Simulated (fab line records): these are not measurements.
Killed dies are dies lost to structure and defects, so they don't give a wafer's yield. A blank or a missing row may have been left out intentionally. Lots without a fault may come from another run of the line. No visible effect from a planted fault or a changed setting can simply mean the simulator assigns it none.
Which tool is to blame?    flow rit cmos    13 lots with 39 wafers sampled at 3 steps, on a route of 202 steps

WHAT THE GAUGES READ, wafer by wafer
RIT_ACTIVE_THK_MEAS_02.
lot   measured     on             ACTIVE_OXIDE_THK (nm)
L378  day 1 12:10  film metro-04  49.6 49.7 49.6
L379  day 1 17:15  film metro-03  49.2 49.3 48.9
L381  day 2 03:04  film metro-02  47.8 47.3 48.1
L384  day 2 20:02  film metro-03  49.1 49.3 49.8
L387  day 3 10:00  film metro-02  49.8 50.3 50.1
L393  day 4 16:23  film metro-04  47.9 48.1 48.7
L394  day 4 20:38  film metro-03  48.3 48.1 48.4
L396  day 5 07:10  film metro-04  49.0 48.3 49.8
L397  day 5 11:05  film metro-04  49.4 49.6 48.7
L398  day 5 17:44  film metro-03  49.3 48.9 49.1
L399  day 5 21:03  film metro-04  48.8 48.0 47.7
L400  day 6 04:37  film metro-04  46.9 47.9 46.3
L401  day 6 08:02  film metro-04  49.5 49.6 49.9

RIT_REOX_THK_MEAS_04.
lot   measured     on             REOX_OXIDE_THK (nm)
L378  day 2 19:13  film metro-03  25.0 25.2 25.3
L379  day 3 02:50  film metro-01  24.9 24.8 25.2
L381  day 3 08:29  film metro-04  24.8 25.0 25.1
L384  day 4 02:50  film metro-04  24.2 24.4 24.7
L387  day 4 15:43  film metro-01  24.8 24.8 25.2
L393  day 6 02:41  film metro-04  24.8 24.9 24.3
L394  day 6 06:54  film metro-01  25.2 25.0 25.0
L396  day 6 14:39  film metro-03  25.6 25.3 24.8
L397  day 6 16:15  film metro-01  24.8 24.9 24.9
L398  day 7 02:04  film metro-04  25.0 24.7 24.8
L399  day 7 07:20  film metro-03  24.8 25.4 25.5
L400  day 7 12:05  film metro-04  24.7 25.2 24.3
L401  day 7 15:46  film metro-01  25.6 25.5 25.7

TOOL THAT RAN EACH LOT (tool first, then ch and the chambers of the sampled wafers, then the start)
lot   RIT_NRETRO_STRIP_09
L378  plasma asher-02 ch 0,1, day 2 07:19
L379  plasma asher-01 ch 0,1, day 2 13:11
L381  plasma asher-01 ch 0,1, day 2 22:35
L384  plasma asher-04 ch 0,1, day 3 15:28
L387  plasma asher-04 ch 0,1, day 4 04:32
L393  plasma asher-04 ch 0,1, day 5 12:34
L394  plasma asher-04 ch 0,1, day 5 17:32
L396  plasma asher-01 ch 0,1, day 6 03:49
L397  plasma asher-02 ch 0,1, day 6 05:57
L398  plasma asher-04 ch 0, day 6 11:22
L399  plasma asher-02 ch 0,1, day 6 17:35
L400  plasma asher-04 ch 0,1, day 6 23:04
L401  plasma asher-02 ch 0,1, day 7 04:41
- RIT_NRETRO_STRIP_09: strips in O2, time 180 s.

WHAT THE TOOLS THEMSELVES READ (means of the sampled wafers that have a number; where no wafer has one, the mark that the record gives instead)
RIT_NRETRO_STRIP_09.
lot   tool             drypump motor current A (A)
L378  plasma asher-02  5.8
L379  plasma asher-01  5.6
L381  plasma asher-01  5.6
L384  plasma asher-04  5.8
L387  plasma asher-04  5.9
L393  plasma asher-04  5.8
L394  plasma asher-04  5.9
L396  plasma asher-01  6.1
L397  plasma asher-02  5.8
L398  plasma asher-04  6.0
L399  plasma asher-02  5.8
L400  plasma asher-04  5.9
L401  plasma asher-02  5.7

THE ANSWER, worked out from the rows above alone
Rule: usual is defined by the lots themselves. The widest of any qualifying gaps counts: lots, ordered by their means at a reading, are off when they make up no more than a third of the lots, leave a main group of 4 or more, and stand apart from it by 3 or more times the standard deviation of that group's means. If all means in a main group match to the digits the tables above print for the reading, that group is not used. Also off: a lot with no number at a reading for which 4 or more lots have one. All remaining lots with rows at the step are treated as sound. After the gauges, taken in route order, come the tools' own readings; for these a lot's mean is taken, as printed above. At the first step where some lot is off, the reading lying furthest off is the one used; lots without a number count as furthest.
Nothing can be told from this: no lot is off at any reading shown.

WHAT WAS PUT IN BY THE SIMULATOR
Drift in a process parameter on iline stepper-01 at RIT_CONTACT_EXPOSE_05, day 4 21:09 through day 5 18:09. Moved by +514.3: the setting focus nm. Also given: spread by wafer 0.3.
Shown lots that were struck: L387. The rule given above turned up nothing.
